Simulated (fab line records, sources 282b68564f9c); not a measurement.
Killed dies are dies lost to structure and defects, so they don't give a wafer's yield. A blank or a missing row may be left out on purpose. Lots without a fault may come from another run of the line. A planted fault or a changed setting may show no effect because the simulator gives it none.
fab line records | flow rit_cmos
record lots=10 wafers=30 last_day=7
route steps=202 shown SILICIDE@166 M1@202
lots that met no fault: from a run of the same line without faults
start_h: hours from the record's first day to the start of the lot's first wafer shown | wait_h: hours since the lot's step before | " the same as in the row above | L1.1+2: a row that stands for several wafers | - no value, or no start given | * or withheld: withheld | < > ~ a bound
route shown NAME@n: a module of which the file shows steps, and the number in the route of the first | usual: mean/standard deviation of fault-free wafers | same: alike in all rows | chamber/n: place in a boat | sites: the reading at each site | _std_site: their standard deviation | _edge_site: outer sites' mean less inner sites' | radius_mm: how far each site lies from the wafer's centre | mask NAME#n: copy n | behind: the tool/chamber that last shaped the wafer | hold: why the lot was held/for how many hours/how that ended | device: the transistor (n, p or np) that didn't switch | end of line: the same wafers' tests at the end of the route | a step without rows: its recipe alone | killed: dies lost to structure and defects at the first sort, not the wafer's yield | map: a wafer's dies, x killed, . not, _ none there
set.NAME: the setting as run; set.NAME@STEP: as run at that earlier step | model.NAME: the simulator's own value behind a step, which no gauge read
steps of the route over a sample of lots; a table a step, a row a wafer
services: from which hour (start_h, from the record's first day; less than 0 if before it) a tool's chamber was out of use, for how many hours, and why
## steps
# step RIT_SILICIDE_WET_ETCH_05
# recipe chemistry=SPM target=Ti temp_c=90 time_s=120 dry=n2_spin
# columns lot.wafer tool chamber start_h wait_h
L522.1+2+5 wet_bench-04 2 55.74 0.1
L523.3+4+5 wet_bench-01 0 58.60 0.0
L531.1+3+5 wet_bench-01 1 100.25 0.1
L535.1+4+6 wet_bench-04 3 122.52 0.1
L536.4+5+6 wet_bench-04 1 127.38 0.0
L537.1+5+6 wet_bench-03 1 127.96 0.1
L540.3+4+5 wet_bench-04 0 148.62 0.0
L543.1+4+5 wet_bench-04 0 167.35 0.1
L545.1+3+4 wet_bench-01 3 170.06 0.1
L544.2+3+5 wet_bench-01 1 170.28 0.0
# step RIT_M1_PROBE_99
# usual killed_at_contacts=0.1/0.28 killed_at_front_end=7.0/2.9 killed_dies=7.0/2.9 killed_on_rim=1.8/1.4 killed_open=3.4/2.1 killed_short=3.6/1.7
# same gross_dies=264 killed_at_M0_to_M3=0 killed_at_M4_up=0 killed_at_back_side=0 killed_at_other=0
# columns lot.wafer tool chamber start_h wait_h killed_at_contacts killed_at_front_end killed_dies killed_on_rim killed_open killed_short
L531.1 prober-02 - 106.85 0.1 0 17 17 10 2 2
L531.3 prober-02 - 106.95 0.2 0 18 18 8 1 3
L531.5 prober-02 - 107.05 0.2 0 15 15 10 1 4
# killed by level:class
L531.1 SILICIDE:unspecified=13 GATE:geometric_particle:open=2 FOX2:geometric_particle:short=1 SILICIDE:geometric_particle:short=1
L531.3 SILICIDE:unspecified=14 FOX2:geometric_particle:open=1 FOX2:geometric_particle:short=1 GATE:geometric_particle:short=1 SILICIDE:geometric_particle:short=1
L531.5 SILICIDE:unspecified=10 SPACER:geometric_particle:short=2 GATE:geometric_particle:short=1 GATE:geometric_particle:open=1 REOX:geometric_particle:short=1
## services
# columns tool chamber start_h hours kind
wet_bench-01 - 77.33 3.4 repair
## key
first_sign step=RIT_M1_PROBE_99 reading=killed_at_front_end direction=up sigmas=3.3 usual=7.0 struck=16.7
effect step=RIT_M1_PROBE_99 reading=killed_dies direction=up sigmas=3.3 usual=7.0 struck=16.7
met_at RIT_SILICIDE_WET_ETCH_05
struck_lots L531
struck_wafers L531.1,L531.3,L531.5
tester_left_out L531
fault kind=chamber_particle_source tool=wet_bench-01 chamber=1 onset_h=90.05 steps=RIT_SILICIDE_WET_ETCH_05 rate_per_visit_cm2=1.4175 end_h=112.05
# tester_left_out: of these lots the tester's yield and bins aren't shown, on N5 and GAA mostly nor the transistor test; their killed dies are dies lost to structure and defects alone, not to doping, threshold or leakage, so they don't give the yield
